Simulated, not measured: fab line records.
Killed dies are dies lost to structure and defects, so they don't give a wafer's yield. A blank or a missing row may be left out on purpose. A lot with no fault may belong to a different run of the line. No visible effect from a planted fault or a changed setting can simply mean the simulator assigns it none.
What tool caused it?    flow berkeley cmos170    7 lots (21 wafers sampled), 1 step of a 331-step route

## WHAT EACH GAUGE READ, for each wafer
UCB170_ACTIVE_THK_MEAS_06.
lot   measured     on             ACTIVE_NITRIDE_THK (nm)
L409  day 5 17:43  film metro-03  221.4 218.8 219.5
L413  day 5 17:46  film metro-03  221.4 218.7 220.2
L414  day 6 08:14  film metro-02  219.4 219.3 218.1
L423  day 8 04:05  film metro-01  220.2 219.5 220.3
L427  day 8 15:58  film metro-02  222.6 223.0 223.3
L425  day 9 02:18  film metro-01  222.4 224.1 225.2
L429  day 9 20:49  film metro-01  216.6 216.9 215.1

## WHICH TOOL RAN EACH LOT (tool, then ch and the chambers of the sampled wafers, then the start)
Record: no process step prior to these readings.

## THE ANSWER, worked out from the rows above alone
Rule: the lots themselves supply what counts as usual. Put in order of their means at a reading, lots are off if they are a third of the lots or fewer, leave a main group of 4 or more, and stand apart from it by a gap of 3 or more times the standard deviation of the main group's means; of several such gaps the widest counts. A main group is skipped when, at the precision printed for the reading in the tables above, its means are all equal. A lot without any number at a reading at which 4 lots or more have one is off too. The other lots that the step has rows for count as sound.
Nothing can be told from this: no lot is off at any reading shown.

## WHAT THE SIMULATOR HAD INSERTED
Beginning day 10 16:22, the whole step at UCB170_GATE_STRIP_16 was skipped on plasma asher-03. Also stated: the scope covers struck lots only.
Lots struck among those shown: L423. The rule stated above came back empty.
